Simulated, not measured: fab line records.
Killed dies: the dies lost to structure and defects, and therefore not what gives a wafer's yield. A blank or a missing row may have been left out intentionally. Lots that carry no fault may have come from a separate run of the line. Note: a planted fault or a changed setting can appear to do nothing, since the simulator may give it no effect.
The tool behind it: which one? + flow rit-cmos + Sampling: 14 lots, 42 wafers, 2 of 202 route steps

== WHAT THE GAUGES SHOWED, per wafer ==
RIT_PRETRO_TW_MEAS_10. Usual: for PRETRO_TW the level is 477 and the standard deviation is 5.5.
| lot  | measured    | on            | PRETRO_TW   | flag |
|------|-------------|---------------|-------------|------|
| L788 | day 2 09:23 | film-metro-02 | 474 469 473 |      |
| L789 | day 2 13:57 | film-metro-02 | 471 471 471 |      |
| L790 | day 2 20:22 | film-metro-03 | 486 488 488 |      |
| L792 | day 3 05:05 | film-metro-01 | 472 469 472 |      |
| L794 | day 3 14:55 | film-metro-02 | 473 476 475 |      |
| L795 | day 3 19:41 | film-metro-01 | 586 583 585 | OFF  |
| L797 | day 4 09:44 | film-metro-03 | 602 598 600 | OFF  |
| L804 | day 5 17:03 | film-metro-03 | 484 486 481 |      |
| L806 | day 6 05:22 | film-metro-01 | 476 473 476 |      |
| L807 | day 6 08:29 | film-metro-02 | 473 475 476 |      |
| L808 | day 6 13:07 | film-metro-02 | 475 474 477 |      |
| L809 | day 6 18:58 | film-metro-02 | 476 476 479 |      |
| L810 | day 6 23:50 | film-metro-02 | 477 476 476 |      |
| L811 | day 7 04:57 | film-metro-01 | 470 471 471 |      |

== EACH LOT AND THE TOOL THAT RAN IT (in order: tool; ch and the chambers of the sampled wafers; start) ==
| lot  | RIT_PRETRO_IMPLANT_08          |
|------|--------------------------------|
| L788 | implanter-04 ch 0, day 2 09:04 |
| L789 | implanter-01 ch 0, day 2 13:37 |
| L790 | implanter-01 ch 0, day 2 20:02 |
| L792 | implanter-04 ch 0, day 3 04:46 |
| L794 | implanter-02 ch 0, day 3 14:35 |
| L795 | implanter-01 ch 0, day 3 19:03 |
| L797 | implanter-02 ch 0, day 4 09:06 |
| L804 | implanter-02 ch 0, day 5 16:43 |
| L806 | implanter-04 ch 0, day 6 05:04 |
| L807 | implanter-04 ch 0, day 6 08:13 |
| L808 | implanter-02 ch 0, day 6 12:47 |
| L809 | implanter-04 ch 0, day 6 18:39 |
| L810 | implanter-02 ch 0, day 6 23:34 |
| L811 | implanter-01 ch 0, day 7 04:38 |
- RIT_PRETRO_IMPLANT_08

== WHAT THE TOOLS THEMSELVES READ (means of the sampled wafers that have a number; where no wafer has one, the mark that the record gives instead) ==
The record holds no such reading with a usual standard deviation.

== THE ANSWER, worked out from the rows above alone ==
Rule: a lot is off if the mean of its wafers that have a number lies more than 3 standard deviations from the usual mean. A lot without any number at a reading at which 4 lots or more have one is off too. Where the step has rows for the other lots, those lots are counted as sound. After the gauges, taken in route order, come the tools' own readings; for these a lot's mean is taken, as printed above. At the first step where some lot is off, the reading lying furthest off is the one used; lots without a number count as furthest.
Off: L795, L797, at RIT_PRETRO_TW_MEAS_10 (PRETRO_TW).
A tool fits if, at a process step before that reading, it ran every lot that is off, and no sound lot after the first of them. Gauges at RIT_PRETRO_TW_MEAS_10: tried the same way as those tools. Not one of the candidates tried fits.

== WHAT THE SIMULATOR HAD INSERTED ==
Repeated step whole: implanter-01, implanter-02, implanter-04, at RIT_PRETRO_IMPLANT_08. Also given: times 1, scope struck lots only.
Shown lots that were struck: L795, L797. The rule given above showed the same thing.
